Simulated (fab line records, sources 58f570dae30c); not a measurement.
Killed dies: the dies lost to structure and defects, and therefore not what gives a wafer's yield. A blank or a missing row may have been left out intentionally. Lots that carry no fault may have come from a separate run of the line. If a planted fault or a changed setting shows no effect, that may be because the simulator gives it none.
fab line records | flow berkeleyCmos170 | part 2 of 2: steps 26 to 35 of 35
record: lots: 5 wafers: 15 lastDay: 11
route steps=331 shown NWELL@14 PWELL@34
lots that met no fault: taken from a fault-free run of the same line
startH: start of the lot's first displayed wafer, in hours after the record's first day | waitH: time in hours since the lot's previous step | " same as the row above | L1.1+2: several wafers, shown together as one row | - value missing, or start not given | * or withheld: withheld | < > ~ a bound
route shown NAME@n: NAME is a module with steps in the file, n the number in the route of the first one | usual: mean and standard deviation over wafers with no fault | same: alike in all rows | chamber/n: place in a boat | sites: per-site readings | _std_site: standard deviation of those values | _edge_site: mean of outer sites minus mean of inner sites | radiusMm: for every site, how far away it sits from the centre of the wafer | mask NAME#n: copy n | behind: the last tool/chamber to shape the wafer | hold: reason for holding the lot/hours on hold/outcome of the hold | device: names the non-switching transistor (n, p or np) | end of line: tests of these same wafers at the route's end | where a step has no rows: the recipe by itself | killed: dies lost to structure and defects at the first sort, not the wafer's yield | map: shows each die of a wafer: x if killed, . if not, _ if none is there
set.NAME: the setting that was run; set.NAME@STEP: the one run at that earlier step | model.NAME: the simulator's own value behind a step, which no gauge read
a table for each step, a row for each wafer; lots at some steps of the route
services: from which hour (startH, from the record's first day; less than 0 if before it) a tool's chamber was out of use, for how many hours, and why
== steps ==
step: UCB170_PWELL_CVD_05
recipe: material: Si3N4 targetThkNm: 220 tempC: 800 precursor: SiH2Cl2/NH3 timeS: 3300 pressureMtorr: 200 sih2cl2FlowSccm: 25 nh3FlowSccm: 75
usual: nh3FlowSccm: 75.03/0.22 spikeTcSourceC: 822.0/1.8 zonePowerCentrePct: 39.7/2.7
same: timeS: 3300
columns lot.wafer tool chamber startH waitH nh3FlowSccm spikeTcSourceC zonePowerCentrePct
L077.2 lpcvd-02 1 68.40 0.0 74.97 823.1 41.3
L077.5 " 1 " " 75.13 823.6 41.6
L077.6 " 1 " " 75.10 824.8 41.7
L079.2 lpcvd-02 0 73.04 0.7 74.89 820.4 36.7
L079.3 " 0 " " 75.38 820.0 37.0
L079.5 " 0 " " 75.38 820.4 37.8
L085.3 lpcvd-01 0 102.57 0.6 74.78 821.6 41.5
L085.4 " 0 " " 75.28 821.2 41.4
L085.5 " 0 " " 74.73 822.2 42.0
L092.4 lpcvd-02 0 138.59 0.0 75.23 821.2 37.3
L092.5 " 0 " " 74.91 820.5 38.1
L092.6 " 0 " " 74.88 819.8 37.5
L097.1 lpcvd-02 1 160.89 0.0 75.28 824.3 42.3
L097.2 " 1 " " 75.52 823.5 42.3
L097.3 " 1 " " 75.17 822.9 41.8
step: UCB170_PWELL_THK_MEAS_06
recipe: reads: Si3N4_of_PWELL_CVD_05
usual: PWELL_NITRIDE_THK: 219.2/2.3
columns lot.wafer tool chamber startH waitH PWELL_NITRIDE_THK[nm]
L077.2 filmMetro-01 - 70.33 0.0 220.9
L077.5 " - " " 221.9
L077.6 " - " " 221.9
L079.2 filmMetro-04 - 75.00 0.0 220.7
L079.3 " - " " 220.0
L079.5 " - " " 220.6
L085.3 filmMetro-04 - 104.50 0.0 221.0
L085.4 " - " " 223.1
L085.5 " - " " 221.2
L092.4 filmMetro-03 - 140.54 0.0 219.6
L092.5 " - " " 218.6
L092.6 " - " " 218.7
L097.1 filmMetro-03 - 162.81 0.0 217.5
L097.2 " - " " 215.8
L097.3 " - " " 217.0
step: UCB170_PWELL_HMDS_07
recipe: primeTimeS: 60 primeTempC: 100
usual: exhaustPa: 45.1/0.95 primeTempC: 100.02/0.13
columns lot.wafer tool chamber startH waitH exhaustPa primeTempC
L077.2 lithoTrack-01 0 70.40 0.1 44.5 99.84
L077.5 " 0 " " 44.8 99.87
L077.6 " 0 " " 45.4 99.87
L079.2 lithoTrack-02 0 75.27 0.3 46.2 99.91
L079.3 " 0 " " 45.1 99.64
L079.5 " 0 " " 46.0 99.78
L085.3 lithoTrack-04 0 104.59 0.1 44.7 100.19
L085.4 " 0 " " 46.1 100.10
L085.5 " 0 " " 45.9 100.01
L092.4 lithoTrack-01 0 141.09 0.5 44.6 100.09
L092.5 " 0 " " 44.8 100.00
L092.6 " 0 " " 44.2 100.12
L097.1 lithoTrack-01 0 162.87 0.1 44.6 100.21
L097.2 " 0 " " 46.2 99.96
L097.3 " 0 " " 44.1 100.23
step: UCB170_PWELL_COAT_08
recipe: resist: KrF spinRpm: 1500 resistThkNm: 900
usual: exhaustPa: 44.9/0.99
columns lot.wafer tool chamber startH waitH exhaustPa
L077.2 lithoTrack-01 0 70.55 0.1 43.7
L077.5 " 0 " " 43.6
L077.6 " 0 " " 44.0
L079.2 lithoTrack-02 0 75.42 0.1 44.6
L079.3 " 0 " " 44.3
L079.5 " 0 " " 44.3
L085.3 lithoTrack-04 0 104.74 0.1 45.4
L085.4 " 0 " " 45.5
L085.5 " 0 " " 45.4
L092.4 lithoTrack-01 0 141.24 0.1 43.5
L092.5 " 0 " " 44.3
L092.6 " 0 " " 44.7
L097.1 lithoTrack-01 0 163.02 0.1 45.4
L097.2 " 0 " " 44.9
L097.3 " 0 " " 44.0
step: UCB170_PWELL_SOFTBAKE_09
recipe: resist: KrF tempC: 130 timeS: 60
usual: exhaustPa: 45.1/0.95
same: timeS: 60
columns lot.wafer tool chamber startH waitH exhaustPa
L077.2 lithoTrack-01 0 70.70 0.1 45.1
L077.5 " 0 " " 44.7
L077.6 " 0 " " 44.4
L079.2 lithoTrack-02 0 75.57 0.1 44.5
L079.3 " 0 " " 43.9
L079.5 " 0 " " 46.2
L085.3 lithoTrack-04 0 104.89 0.1 45.1
L085.4 " 0 " " 44.1
L085.5 " 0 " " 43.6
L092.4 lithoTrack-01 0 141.39 0.1 44.4
L092.5 " 0 " " 46.3
L092.6 " 0 " " 45.9
L097.1 lithoTrack-01 0 163.17 0.1 45.8
L097.2 " 0 " " 45.5
L097.3 " 0 " " 47.8
step: UCB170_PWELL_EXPOSE_10
recipe: maskId: PWELL targetCdNm: 3000 na: 0.5 sigmaOuter: 0.6 sourceShape: conventional doseMj: 19
columns lot.wafer tool chamber startH waitH mask
L077.2+5+6 krfScanner-02 0 70.97 0.2 PWELL#0
L079.2+3+5 krfScanner-02 0 75.90 0.3 PWELL#0
L085.3+4+5 krfScanner-02 0 105.03 0.1 PWELL#0
L092.4+5+6 krfScanner-02 0 141.87 0.5 PWELL#0
L097.1+2+3 krfScanner-01 0 163.32 0.1 PWELL#0
step: UCB170_PWELL_PEB_11
recipe: pebTempC: 130 pebTimeS: withheld resist: KrF
usual: exhaustPa: 44.9/0.88
columns lot.wafer tool chamber startH waitH exhaustPa
L077.2 lithoTrack-02 0 71.09 0.1 46.1
L077.5 " 0 " " 46.4
L077.6 " 0 " " 45.5
L079.2 lithoTrack-04 0 76.02 0.1 44.6
L079.3 " 0 " " 44.4
L079.5 " 0 " " 45.2
L085.3 lithoTrack-01 0 105.16 0.1 44.6
L085.4 " 0 " " 44.0
L085.5 " 0 " " 43.9
L092.4 lithoTrack-02 0 142.00 0.1 45.4
L092.5 " 0 " " 45.8
L092.6 " 0 " " 45.8
L097.1 lithoTrack-02 0 163.43 0.1 44.9
L097.2 " 0 " " 45.9
L097.3 " 0 " " 44.2
step: UCB170_PWELL_DEVELOP_12
recipe: developer: TMAH developTimeS: 45 resist: KrF devTempC: 21
usual: exhaustPa: 44.9/0.96
columns lot.wafer tool chamber startH waitH exhaustPa
L077.2 lithoTrack-02 0 - - 43.5
L077.5 " 0 " " 44.4
L077.6 " 0 " " 44.9
L079.2 lithoTrack-04 0 - - 43.6
L079.3 " 0 " " 44.1
L079.5 " 0 " " 43.8
L085.3 lithoTrack-01 0 - - 46.7
L085.4 " 0 " " 45.4
L085.5 " 0 " " 45.0
L092.4 lithoTrack-02 0 - - 45.0
L092.5 " 0 " " 44.8
L092.6 " 0 " " 45.8
L097.1 lithoTrack-02 0 - - 45.0
L097.2 " 0 " " 45.2
L097.3 " 0 " " 43.9
step: UCB170_PWELL_OVL_MEAS_13
usual: PWELL_OVL: -1/4.5
columns lot.wafer tool chamber startH waitH PWELL_OVL[nm]
L077.2 overlay-02 - 71.35 - 5
L077.5 " - " " 2
L077.6 " - " " 2
L079.2 overlay-02 - 76.28 - 2
L079.3 " - " " 2
L079.5 " - " " -3
L085.3 overlay-02 - 105.40 - 10
L085.4 " - " " 1
L085.5 " - " " 9
L092.4 overlay-02 - 142.22 - 5
L092.5 " - " " 1
L092.6 " - " " -4
L097.1 overlay-01 - 163.71 - -4
L097.2 " - " " -1
L097.3 " - " " -3
step: UCB170_PWELL_ETCH_14
recipe: chemistry: CH3F/Ar/O2 target: Si3N4 stopOn: SiO2 CH3F_flow_sccm: 20 Ar_flow_sccm: 50 O2_flow_sccm: 7 pressureMtorr: 50 rfW: 450 targetDepthA: 2420 overEtchFrac: 0.1 timeS: 151
usual: CH3F_flow_sccm: 20.01/0.062 drypumpMotorCurrentA: 5.7/0.51 oesProductAu: 0.940/0.014 throttleValvePct: 8.09/0.14
same: timeS: 151
columns lot.wafer tool chamber startH waitH CH3F_flow_sccm drypumpMotorCurrentA oesProductAu rfHoursCounterH throttleValvePct
L077.2 rieDiel-03 0 71.38 0.0 19.96 5.6 0.935 134 8.27
L077.5 " 0 " " 19.93 5.6 0.936 - 8.29
L077.6 " 1 " " 20.06 6.3 0.961 - 8.08
L079.2 rieDiel-02 0 76.31 0.0 19.95 5.2 0.949 13 7.97
L079.3 " 2 " " 19.92 5.3 0.954 54 8.24
L079.5 " 1 " " 20.01 5.1 0.973 - 8.20
L085.3 rieDiel-03 3 105.42 0.0 19.92 5.3 0.940 147 8.07
L085.4 " 0 " " 20.09 5.6 0.936 136 8.29
L085.5 " 3 " " 20.00 5.3 0.940 - 8.07
L092.4 rieDiel-02 1 142.29 0.1 20.01 5.1 0.938 - 8.20
L092.5 " 0 " " 19.92 5.2 0.936 - 7.96
L092.6 " 3 " " 20.00 6.6 0.931 - 7.97
L097.1 rieDiel-02 1 163.75 0.0 19.94 5.1 0.920 2 8.19
L097.2 " 3 " " 20.12 6.6 0.933 39 7.99
L097.3 " 1 " " 19.97 5.1 0.925 - 8.19
== services ==
columns tool chamber startH hours kind
krfScanner-01 - 14.12 0.8 pm
krfScanner-02 - 15.69 1.3 pm
furnace-04 - 17.54 2.0 pm
furnace-04 - 26.00 26.9 pm
wetBench-03 - 32.38 2.3 repair
furnace-01 - 33.02 3.1 pm
krfScanner-02 - 33.08 1.0 pm
rieDiel-03 0 34.16 10.7 repair
krfScanner-02 - 35.15 0.2 repair
krfScanner-02 - 35.32 0.8 pm
rieDiel-02 1 41.43 12.8 repair
krfScanner-02 - 46.05 5.9 repair
furnace-04 - 52.86 3.8 pm
krfScanner-02 - 56.83 1.0 repair
furnace-04 - 71.40 3.2 pm
furnace-01 - 72.37 2.9 pm
lpcvd-02 - 85.79 6.1 pm
rieDiel-02 1 100.19 5.9 repair
krfScanner-02 - 132.59 0.7 repair
rieDiel-02 2 136.22 121.8 repair
krfScanner-02 - 145.14 16.9 repair
krfScanner-02 - 156.90 0.9 repair
rieDiel-02 3 159.41 3.8 repair
rieDiel-02 0 159.62 21.0 repair
